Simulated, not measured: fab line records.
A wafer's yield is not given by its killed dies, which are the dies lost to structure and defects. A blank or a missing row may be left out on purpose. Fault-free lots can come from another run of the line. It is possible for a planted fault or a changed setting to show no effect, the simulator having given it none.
fab line records ; flow berkeley-cmos170
record lots=14; wafers=42; last-day=14
route steps=331 shown SACOX@99 GATE@136 M2@289 M3@329
lots with no fault: from the same line, run without faults
start-h: start of the lot's first displayed wafer, in hours after the record's first day ; wait-h: hours from the lot's prior step to this one ; " as in the row above ; L1.1+2: several wafers, shown together as one row ; - no value, or no start was given ; * or withheld: withheld ; < > ~ a bound
route shown NAME@n: names a module that has steps shown in the file, with the first one's number in the route ; usual: the fault-free wafers' mean and standard deviation ; same: alike in all rows ; chamber/n: place in a boat ; sites: per-site readings ; _std_site: standard deviation of those values ; _edge_site: the outer-site mean with the inner-site mean subtracted ; radius-mm: for every site, how far away it sits from the centre of the wafer ; mask NAME#n: copy n ; behind: the last tool/chamber to shape the wafer ; hold: why the lot was held/for how many hours/how that ended ; device: the transistor (n, p or np) that didn't switch ; end of line: the tests these same wafers got at the end of their route ; a step given without rows: its recipe and nothing more ; killed: count of dies lost to structure and defects at first sort (not the wafer's yield) ; map: per-die view of a wafer (x killed, . not killed, _ where there is no die)
set.NAME: the setting the step ran with; set.NAME@STEP: the setting that earlier step ran with ; model.NAME: the simulator's own value behind a step, which no gauge read
steps of the route over a sample of lots; a table a step, a row a wafer
services: the hour from which a tool's chamber was out of use, counted from the record's first day as start-h (under 0 if before that day), plus the number of hours and why
## steps
# step UCB170_SACOX_THK_MEAS_02
# recipe reads=SiO2_of_SACOX_OXIDATION_01
# usual SACOX_OXIDE_THK=14.52/0.22
lot.wafer;tool;chamber;start-h;wait-h;SACOX_OXIDE_THK[nm]
L261.3;film-metro-01;-;133.03;0.0;14.74
L261.4;film-metro-01;-;133.03;0.0;14.68
L261.6;film-metro-01;-;133.03;0.0;14.75
L262.1;film-metro-03;-;141.53;0.0;14.70
L262.5;film-metro-03;-;141.53;0.0;14.76
L262.6;film-metro-03;-;141.53;0.0;14.91
L263.1;film-metro-02;-;141.53;0.0;14.83
L263.2;film-metro-02;-;141.53;0.0;15.01
L263.6;film-metro-02;-;141.53;0.0;15.10
L264.1;film-metro-01;-;149.42;0.0;14.82
L264.2;film-metro-01;-;149.42;0.0;14.67
L264.6;film-metro-01;-;149.42;0.0;14.71
L266.1;film-metro-02;-;149.42;0.0;14.86
L266.2;film-metro-02;-;149.42;0.0;14.82
L266.3;film-metro-02;-;149.42;0.0;14.83
L265.4;film-metro-03;-;149.45;0.0;14.43
L265.5;film-metro-03;-;149.45;0.0;14.17
L265.6;film-metro-03;-;149.45;0.0;14.26
L267.3;film-metro-03;-;163.11;0.0;14.63
L267.4;film-metro-03;-;163.11;0.0;14.48
L267.6;film-metro-03;-;163.11;0.0;14.30
L269.1;film-metro-03;-;174.87;0.0;14.43
L269.3;film-metro-03;-;174.87;0.0;14.22
L269.5;film-metro-03;-;174.87;0.0;14.22
L274.2;film-metro-01;-;199.07;0.0;14.17
L274.3;film-metro-01;-;199.07;0.0;14.49
L274.4;film-metro-01;-;199.07;0.0;14.29
L277.2;film-metro-03;-;211.32;0.0;14.45
L277.4;film-metro-03;-;211.32;0.0;14.49
L277.6;film-metro-03;-;211.32;0.0;14.23
L275.3;film-metro-01;-;211.33;0.0;14.73
L275.5;film-metro-01;-;211.33;0.0;14.61
L275.6;film-metro-01;-;211.33;0.0;14.39
L278.1;film-metro-01;-;220.46;0.0;14.57
L278.4;film-metro-01;-;220.46;0.0;14.57
L278.5;film-metro-01;-;220.46;0.0;14.51
L282.1;film-metro-02;-;240.98;0.0;14.42
L282.3;film-metro-02;-;240.98;0.0;14.34
L282.4;film-metro-02;-;240.98;0.0;14.42
L283.1;film-metro-03;-;248.00;0.1;14.80
L283.3;film-metro-03;-;248.00;0.1;14.60
L283.5;film-metro-03;-;248.00;0.1;14.47
# step UCB170_GATE_PEB_10
# recipe peb-temp-c=130; peb-time-s=withheld; resist=KrF
# usual heater-power-total-W=56.80/0.047
lot.wafer;tool;chamber;start-h;wait-h;heater-power-total-W
L261.3;litho-track-03;0;169.85;0.1;56.81
L261.4;litho-track-03;0;169.85;0.1;56.80
L261.6;litho-track-03;0;169.85;0.1;56.74
L263.1;litho-track-01;0;170.04;0.1;56.78
L263.2;litho-track-01;0;170.04;0.1;56.75
L263.6;litho-track-01;0;170.04;0.1;56.82
L262.1;litho-track-03;0;170.16;0.1;56.85
L262.5;litho-track-03;0;170.16;0.1;56.71
L262.6;litho-track-03;0;170.16;0.1;56.87
L264.1;litho-track-01;0;184.42;0.3;56.84
L264.2;litho-track-01;0;184.42;0.3;56.73
L264.6;litho-track-01;0;184.42;0.3;56.70
L266.1;litho-track-02;0;184.68;0.2;56.82
L266.2;litho-track-02;0;184.68;0.2;56.90
L266.3;litho-track-02;0;184.68;0.2;56.90
L265.4;litho-track-03;0;184.68;0.4;56.78
L265.5;litho-track-03;0;184.68;0.4;56.81
L265.6;litho-track-03;0;184.68;0.4;56.78
L267.3;litho-track-03;0;192.87;0.1;56.78
L267.4;litho-track-03;0;192.87;0.1;56.76
L267.6;litho-track-03;0;192.87;0.1;56.86
L269.1;litho-track-03;0;209.82;0.6;56.85
L269.3;litho-track-03;0;209.82;0.6;56.72
L269.5;litho-track-03;0;209.82;0.6;56.85
L274.2;litho-track-01;0;232.63;0.3;56.78
L274.3;litho-track-01;0;232.63;0.3;56.86
L274.4;litho-track-01;0;232.63;0.3;56.79
L277.2;litho-track-02;0;242.72;0.1;56.76
L277.4;litho-track-02;0;242.72;0.1;56.78
L277.6;litho-track-02;0;242.72;0.1;56.82
L275.3;litho-track-01;0;243.52;0.4;56.77
L275.5;litho-track-01;0;243.52;0.4;56.86
L275.6;litho-track-01;0;243.52;0.4;56.77
L278.1;litho-track-03;0;253.14;0.1;56.85
L278.4;litho-track-03;0;253.14;0.1;56.81
L278.5;litho-track-03;0;253.14;0.1;56.80
L282.1;litho-track-02;0;277.18;0.3;56.81
L282.3;litho-track-02;0;277.18;0.3;56.84
L282.4;litho-track-02;0;277.18;0.3;56.72
L283.1;litho-track-02;0;280.48;0.4;56.73
L283.3;litho-track-02;0;280.48;0.4;56.81
L283.5;litho-track-02;0;280.48;0.4;56.84
# step UCB170_GATE_CD_MEAS_12
# recipe target-cd-nm=350
# usual cd-nm=349.5/1.3
lot.wafer;tool;chamber;start-h;wait-h;cd-nm
L261.3;cd-sem-01;-;170.11;-;347.5
L261.4;cd-sem-01;-;170.11;-;347.0
L261.6;cd-sem-01;-;170.11;-;345.3
L263.1;cd-sem-01;-;170.31;-;350.0
L263.2;cd-sem-01;-;170.31;-;347.9
L263.6;cd-sem-01;-;170.31;-;347.4
L262.1;cd-sem-01;-;170.43;-;349.3
L262.5;cd-sem-01;-;170.43;-;348.7
L262.6;cd-sem-01;-;170.43;-;348.4
L264.1;cd-sem-02;-;184.69;-;350.9
L264.2;cd-sem-02;-;184.69;-;349.7
L264.6;cd-sem-02;-;184.69;-;349.9
L265.4;cd-sem-02;-;184.94;-;349.6
L265.5;cd-sem-02;-;184.94;-;349.4
L265.6;cd-sem-02;-;184.94;-;348.3
L266.1;cd-sem-01;-;184.95;-;351.2
L266.2;cd-sem-01;-;184.95;-;352.5
L266.3;cd-sem-01;-;184.95;-;351.1
L267.3;cd-sem-02;-;193.13;-;348.5
L267.4;cd-sem-02;-;193.13;-;350.5
L267.6;cd-sem-02;-;193.13;-;350.9
L269.1;cd-sem-01;-;210.10;-;348.1
L269.3;cd-sem-01;-;210.10;-;347.3
L269.5;cd-sem-01;-;210.10;-;345.5
L274.2;cd-sem-02;-;232.90;-;342.7
L274.3;cd-sem-02;-;232.90;-;344.8
L274.4;cd-sem-02;-;232.90;-;345.1
L277.2;cd-sem-02;-;242.99;-;348.8
L277.4;cd-sem-02;-;242.99;-;350.5
L277.6;cd-sem-02;-;242.99;-;348.1
L275.3;cd-sem-01;-;243.79;-;345.9
L275.5;cd-sem-01;-;243.79;-;346.2
L275.6;cd-sem-01;-;243.79;-;345.2
L278.1;cd-sem-02;-;253.41;-;351.6
L278.4;cd-sem-02;-;253.41;-;350.4
L278.5;cd-sem-02;-;253.41;-;351.8
L282.1;cd-sem-01;-;277.46;-;350.1
L282.3;cd-sem-01;-;277.46;-;349.9
L282.4;cd-sem-01;-;277.46;-;350.1
L283.1;cd-sem-02;-;280.76;-;350.4
L283.3;cd-sem-02;-;280.76;-;350.1
L283.5;cd-sem-02;-;280.76;-;349.5
# step UCB170_M2_METAL_ETCH_18
# recipe chemistry=Cl2/BCl3; target=Al; stop-on=SiO2; pressure-mtorr=12; target-depth-a=11700; over-etch-frac=0.3; time-s=195; icp-w=600; bias-w=120; Cl2_flow_sccm=90; bcl3-flow-sccm=45
# usual drypump-motor-current-A=5.6/0.47; oes-product-au=0.854/0.012; rf-fwd-power-W=597.9/1.9; throttle-valve-pct=24.37/0.14
lot.wafer;tool;chamber;start-h;wait-h;drypump-motor-current-A;oes-product-au;rf-fwd-power-W;rf-hours-counter-h;throttle-valve-pct
L263.1;rie-metal-03;0;200.74;-;5.6;0.844;600.0;5;24.28
L263.2;rie-metal-03;1;200.74;-;6.0;0.850;599.2;1;24.23
L263.6;rie-metal-03;1;200.74;-;6.0;0.835;597.2;-;24.25
L262.1;rie-metal-04;0;203.79;-;5.5;0.878;597.4;1;24.30
L262.5;rie-metal-04;0;203.79;-;5.5;0.872;593.4;-;24.29
L262.6;rie-metal-04;1;203.79;-;5.3;0.859;598.4;-;24.29
L261.3;rie-metal-02;0;203.80;-;5.0;0.841;597.1;-;24.62
L261.4;rie-metal-02;0;203.80;-;5.0;0.848;594.2;-;24.63
L261.6;rie-metal-02;0;203.80;-;5.0;0.857;595.8;-;24.61
L266.1;rie-metal-04;1;217.58;-;5.3;0.850;599.3;9;24.27
L266.2;rie-metal-04;0;217.58;-;5.5;0.864;597.3;2;24.29
L266.3;rie-metal-04;0;217.58;-;5.5;0.869;598.4;-;24.28
L265.4;rie-metal-03;1;219.09;-;6.0;0.858;599.1;-;24.22
L265.5;rie-metal-03;1;219.09;-;6.0;0.851;600.1;-;24.24
L265.6;rie-metal-03;0;219.09;-;5.6;0.857;597.9;-;24.29
L264.1;rie-metal-04;0;220.30;-;5.5;0.868;597.0;2;24.30
L264.2;rie-metal-04;1;220.30;-;5.3;0.853;600.5;9;24.29
L264.6;rie-metal-04;0;220.30;-;5.5;0.864;594.0;-;24.29
L267.3;rie-metal-03;0;228.83;-;5.6;0.855;596.0;-;24.27
L267.4;rie-metal-03;1;228.83;-;6.0;0.860;597.5;-;24.24
L267.6;rie-metal-03;0;228.83;-;5.6;0.854;597.5;-;24.26
L269.1;rie-metal-03;0;242.12;-;5.6;0.853;594.0;6;24.27
L269.3;rie-metal-03;0;242.12;-;5.6;0.854;593.0;-;24.26
L269.5;rie-metal-03;0;242.12;-;5.6;0.846;596.3;-;24.28
L274.2;rie-metal-04;0;268.03;-;5.5;0.874;598.1;3;24.29
L274.3;rie-metal-04;1;268.03;-;5.3;0.853;599.2;-;24.28
L274.4;rie-metal-04;0;268.03;-;5.5;0.879;596.8;-;24.32
L275.3;rie-metal-03;1;278.72;-;6.0;0.853;599.7;-;24.23
L275.5;rie-metal-03;0;278.72;-;5.6;0.846;597.9;-;24.29
L275.6;rie-metal-03;1;278.72;-;6.1;0.845;597.5;-;24.24
L277.2;rie-metal-04;0;279.10;-;5.5;0.870;599.9;4;24.31
L277.4;rie-metal-04;0;279.10;-;5.5;0.871;597.4;-;24.30
L277.6;rie-metal-04;0;279.10;-;5.5;0.866;597.0;-;24.31
L278.1;rie-metal-02;1;283.58;-;6.4;0.842;597.3;11;24.47
L278.4;rie-metal-02;1;283.58;-;6.5;0.848;598.1;-;24.46
L278.5;rie-metal-02;1;283.58;-;6.5;0.836;597.4;-;24.50
L282.1;rie-metal-04;0;315.51;-;5.5;0.871;596.3;5;24.29
L282.3;rie-metal-04;1;315.51;-;5.2;0.842;595.4;-;24.30
L282.4;rie-metal-04;0;315.51;-;5.5;0.860;597.2;-;24.31
L283.1;rie-metal-03;1;316.49;-;6.0;0.853;597.0;5;24.23
L283.3;rie-metal-03;0;316.49;-;5.6;0.850;598.4;-;24.28
L283.5;rie-metal-03;0;316.49;-;5.6;0.852;600.5;-;24.28
# step UCB170_M3_CD_MEAS_90
# recipe target-cd-nm=700
# usual cd-nm=698/3.6
lot.wafer;tool;chamber;start-h;wait-h;cd-nm
L263.1;cd-sem-02;-;206.15;0.1;694
L263.2;cd-sem-02;-;206.15;0.1;691
L263.6;cd-sem-02;-;206.15;0.1;695
L262.1;cd-sem-01;-;210.40;0.2;700
L262.5;cd-sem-01;-;210.40;0.2;703
L262.6;cd-sem-01;-;210.40;0.2;697
L261.3;cd-sem-02;-;210.73;0.2;701
L261.4;cd-sem-02;-;210.73;0.2;699
L261.6;cd-sem-02;-;210.73;0.2;702
L266.1;cd-sem-01;-;224.07;0.1;698
L266.2;cd-sem-01;-;224.07;0.1;703
L266.3;cd-sem-01;-;224.07;0.1;701
L265.4;cd-sem-02;-;226.90;0.1;696
L265.5;cd-sem-02;-;226.90;0.1;700
L265.6;cd-sem-02;-;226.90;0.1;696
L264.1;cd-sem-02;-;227.11;0.1;697
L264.2;cd-sem-02;-;227.11;0.1;696
L264.6;cd-sem-02;-;227.11;0.1;700
L267.3;cd-sem-01;-;234.59;0.1;695
L267.4;cd-sem-01;-;234.59;0.1;699
L267.6;cd-sem-01;-;234.59;0.1;695
L269.1;cd-sem-02;-;248.04;0.1;699
L269.3;cd-sem-02;-;248.04;0.1;696
L269.5;cd-sem-02;-;248.04;0.1;697
L274.2;cd-sem-02;-;276.96;0.1;698
L274.3;cd-sem-02;-;276.96;0.1;700
L274.4;cd-sem-02;-;276.96;0.1;699
L275.3;cd-sem-01;-;285.81;0.1;701
L275.5;cd-sem-01;-;285.81;0.1;702
L275.6;cd-sem-01;-;285.81;0.1;703
L277.2;cd-sem-01;-;290.22;0.1;698
L277.4;cd-sem-01;-;290.22;0.1;697
L277.6;cd-sem-01;-;290.22;0.1;698
L278.1;cd-sem-02;-;291.53;0.1;696
L278.4;cd-sem-02;-;291.53;0.1;701
L278.5;cd-sem-02;-;291.53;0.1;703
L282.1;cd-sem-02;-;324.44;0.4;696
L282.3;cd-sem-02;-;324.44;0.4;692
L282.4;cd-sem-02;-;324.44;0.4;698
L283.1;cd-sem-01;-;324.94;0.1;694
L283.3;cd-sem-01;-;324.94;0.1;697
L283.5;cd-sem-01;-;324.94;0.1;698
## services
tool;chamber;start-h;hours;kind
rie-metal-02;-;157.64;1.4;pm
rie-metal-02;1;197.20;10.1;repair
rie-metal-04;1;255.36;6.3;repair
## key
first-sign step=UCB170_GATE_CD_MEAS_12; reading=cd-nm; direction=down; sigmas=3.5; usual=349.5; struck=345.0; through=control-loop
effect none on later readings
met-at UCB170_GATE_PEB_10
struck-lots L274,L275
tester-left-out L274,L275
loop-trim step=UCB170_GATE_EXPOSE_09; setting=dose; lots=L275
not-acting-at UCB170_SACOX_THK_MEAS_02,UCB170_M2_METAL_ETCH_18,UCB170_M3_CD_MEAS_90
onset-between 184.42 232.63
earlier-fault kind=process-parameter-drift; tool=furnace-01; chamber=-; onset-h=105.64; steps=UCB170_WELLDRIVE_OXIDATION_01; channel=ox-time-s; offset=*; shape=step; end-h=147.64; acts-in=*; stated=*
fault kind=process-parameter-drift; tool=litho-track-01; chamber=-; onset-h=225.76; steps=UCB170_GATE_PEB_10; channel=peb-time-s; offset=withheld; shape=step; end-h=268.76; acts-in=*
# tester-left-out: of these lots the tester's yield and bins aren't shown, on N5 and GAA mostly nor the transistor test; their killed dies are dies lost to structure and defects alone, not to doping, threshold or leakage, so they don't give the yield
# loop-trim: a control loop set the setting to another value than it would have without faults
